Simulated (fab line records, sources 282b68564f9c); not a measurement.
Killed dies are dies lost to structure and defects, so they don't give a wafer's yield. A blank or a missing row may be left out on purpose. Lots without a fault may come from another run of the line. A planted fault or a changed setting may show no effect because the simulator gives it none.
Split-lot experiment | flow rit_cmos | 5 lots, 27 wafers read, on a route of 202 steps

THE SPLIT
At RIT_ACTIVE_OXIDATION_01 (target thk 46.8 nm, ox time 3360 s), the setting ox_time_s was moved away from the recipe's 3360 s on 12 of the 27 wafers read, by -15.9% to +47.6%. The other wafers ran this setting at the recipe's value.

The file shows no step between the split and the reading.

THE READING
ACTIVE_OXIDE_THK, in nm, at RIT_ACTIVE_THK_MEAS_02. Fault-free wafers of this fab line usually give 46.5 nm, standard deviation 0.68 nm.

wafer  | tool, chamber at the split | ox_time_s as run, s | against the recipe | ACTIVE_OXIDE_THK, nm | against lot-mates on the recipe
L074.1 | -, -                       | 4958                | +47.6%             | 60.4                 | no lot-mate on the recipe
L074.2 | -, -                       | 4958                | +47.6%             | 60.8                 | no lot-mate on the recipe
L074.3 | -, -                       | 4958                | +47.6%             | 60.7                 | no lot-mate on the recipe
L074.4 | -, -                       | 4958                | +47.6%             | 60.7                 | no lot-mate on the recipe
L074.5 | -, -                       | 4958                | +47.6%             | 60.3                 | no lot-mate on the recipe
L074.6 | -, -                       | 4958                | +47.6%             | 60.7                 | no lot-mate on the recipe
L077.1 | furnace-02, 0              | 3360                | recipe             | 45.1                 | -
L077.2 | furnace-02, 0              | 3360                | recipe             | 45.7                 | -
L077.5 | furnace-02, 0              | 3360                | recipe             | 45.5                 | -
L080.1 | -, -                       | 2825                | -15.9%             | 40.3                 | no lot-mate on the recipe
L080.2 | -, -                       | 2825                | -15.9%             | 41.2                 | no lot-mate on the recipe
L080.3 | -, -                       | 2825                | -15.9%             | 41.1                 | no lot-mate on the recipe
L080.4 | -, -                       | 2825                | -15.9%             | 40.7                 | no lot-mate on the recipe
L080.5 | -, -                       | 2825                | -15.9%             | 40.9                 | no lot-mate on the recipe
L080.6 | -, -                       | 2825                | -15.9%             | 40.7                 | no lot-mate on the recipe
L082.1 | -, -                       | 3360                | recipe             | 46.3                 | -
L082.2 | -, -                       | 3360                | recipe             | 46.9                 | -
L082.3 | -, -                       | 3360                | recipe             | 46.9                 | -
L082.4 | -, -                       | 3360                | recipe             | 47.1                 | -
L082.5 | -, -                       | 3360                | recipe             | 45.7                 | -
L082.6 | -, -                       | 3360                | recipe             | 47.1                 | -
L084.1 | -, -                       | 3360                | recipe             | 47.0                 | -
L084.2 | -, -                       | 3360                | recipe             | 47.0                 | -
L084.3 | -, -                       | 3360                | recipe             | 48.0                 | -
L084.4 | -, -                       | 3360                | recipe             | 47.1                 | -
L084.5 | -, -                       | 3360                | recipe             | 47.2                 | -
L084.6 | -, -                       | 3360                | recipe             | 47.0                 | -

THE FIT
A straight line over all 27 wafers: ACTIVE_OXIDE_THK changes by +0.305 nm for each +1% of ox_time_s; r = +0.99; the points scatter about the line by 0.75 nm.
Too few moved wafers have a lot-mate on the recipe to fit a line with each lot's own level taken away.

THE WHOLE CHAIN: every reading that the file lists as answering this split, in the file's order
step                    | what it does                                                        | reading                                                                             | change (the file's fit)               | r (the file's)
RIT_ACTIVE_OXIDATION_01 | target thk 46.8 nm, ox time 3360 s                                  | SiO2_of_ACTIVE_OXIDATION_01.thk_nm (the simulator's own value, which no gauge read) | +0.306 nm for each +1% of the setting | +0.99
RIT_ACTIVE_THK_MEAS_02  |                                                                     | ACTIVE_OXIDE_THK                                                                    | +0.305 for each +1% of the setting    | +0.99
RIT_ACTIVE_ETCH_13      | etches Si3N4 in SF6, stops on SiO2, time 210 s, target depth 210 nm | SiO2_of_ACTIVE_OXIDATION_01.thk_nm (the simulator's own value, which no gauge read) | +0.301 nm for each +1% of the setting | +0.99
RIT_FOX2_WET_ETCH_03    | etches Si3N4 in H3PO4, target depth 195 nm, time 2700 s             | SiO2_of_ACTIVE_OXIDATION_01.thk_nm (the simulator's own value, which no gauge read) | +0.265 nm for each +1% of the setting | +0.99

THE FILE'S OWN FIT
ACTIVE_OXIDE_THK changes by +0.305 nm for each +1% of ox_time_s, r = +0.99.
